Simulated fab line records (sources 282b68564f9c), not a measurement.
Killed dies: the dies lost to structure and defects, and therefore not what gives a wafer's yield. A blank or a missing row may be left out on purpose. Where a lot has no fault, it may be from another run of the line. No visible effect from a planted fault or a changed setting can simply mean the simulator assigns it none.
Code-filled problem report in 8D (eight disciplines) form :: flow rit-cmos :: the parts of the form that need people (team, actions taken, sign-off) are left out

1. PROBLEM STATEMENT
Across 6 wafers from 2 lots, GATE_POLY_THK at RIT_GATE_THK_MEAS_09 averages 238.2 nm, while fault-free wafers read 249.3 nm with a standard deviation of 2.3. That puts it -4.8 standard deviations away from the usual mean.
Seen first at day 5 10:37 on film-metro-04, wafer L655.1. The record has a number at this step for 42 wafers belonging to 14 lots. By rule, "out" or "out of limits" means more than 4 standard deviations away from the usual mean. The other wafers with a number count as sound.

2. WHAT IT IS; WHAT IT IS NOT
question: which readings at this step
is: GATE_POLY_THK
is not: -

question: which lots
is: L655, L656
is not: L641, L642, L643, L645, L646, L647, L648, L650, L652, L654, L661, L664

question: which wafers of those lots
is: all that have a number
is not: -

question: read on which gauges
is: film-metro-04
is not: film-metro-01

question: when
is: from day 5 10:37
is not: up to then (30 sound wafers); but 6 sound wafers of L661, L664 came after

3. THE SUSPECTS, EACH WITH WHAT RULES IT OUT
Counting: a tool stays on the suspect list if, at a process step up to the reading, it processed all lots that are out and no sound lot following the first of them.
- the gauge at RIT_GATE_THK_MEAS_09: kept. All the wafers that are out were read on film-metro-04, and no step on other tools shows them out.
- lpcvd-02 at RIT_GATE_CVD_08 (deposits poly-Si from SiH4, target thk 250 nm, time 2220 s): kept. It processed each lot that is out, first L655 at day 5 09:00, and no sound lot thereafter; up to then, the last sound lot it processed was L654 at day 5 03:17.
After counting, lpcvd-02 at RIT_GATE_CVD_08 and film-metro-04 at RIT_GATE_THK_MEAS_09 remain.

4. THE CAUSE (what the simulator had put in)
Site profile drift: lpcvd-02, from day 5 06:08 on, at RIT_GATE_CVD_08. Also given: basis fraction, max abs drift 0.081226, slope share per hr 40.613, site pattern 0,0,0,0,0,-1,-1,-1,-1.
Counting left 2 suspects, and this tool is among them.

5. SEQUENCE OF EFFECTS, ordered by route
Each row: a reading whose mean over the struck wafers that have a number lies more than 3 standard deviations from the usual. Only readings whose record carries a usual standard deviation are examined. hours: median over the lots of the time between each lot's start at the first step of this table that gives one and its start at this step. sigmas: the change, counted in usual standard deviations.
hours: 0
step: RIT_GATE_THK_MEAS_09
reading: GATE_POLY_THK
usual: 249.3 nm
on struck wafers: 238.2
change: -11.1
sigmas: -4.8

hours: 1
step: RIT_GATE_ETCH_19
reading: oes-product-au
usual: 0.841 a.u.
on struck wafers: 0.810
change: -0.030
sigmas: -3.5
It contains these process steps:
- RIT_GATE_ETCH_19: etches poly-Si in SF6/CHF3/O2, stops on SiO2, time 165 s, target depth 312.5 nm.

6. HOW IT WOULD HAVE BEEN CAUGHT EARLIER
4 hours passed between the start of the fault at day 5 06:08 and the first reading out of limits at a measuring or inspecting step in this record, taken at day 5 10:37.
Of the tool readings at RIT_GATE_CVD_08 for which the record gives a usual standard deviation, none was out on any struck wafer, so an alarm limit of 4 standard deviations on them would not have fired.
Of the lots that are out (2), L656 began RIT_GATE_CVD_08 on lpcvd-02 after day 5 10:37. It would have been spared by a hold on the tool at that moment.
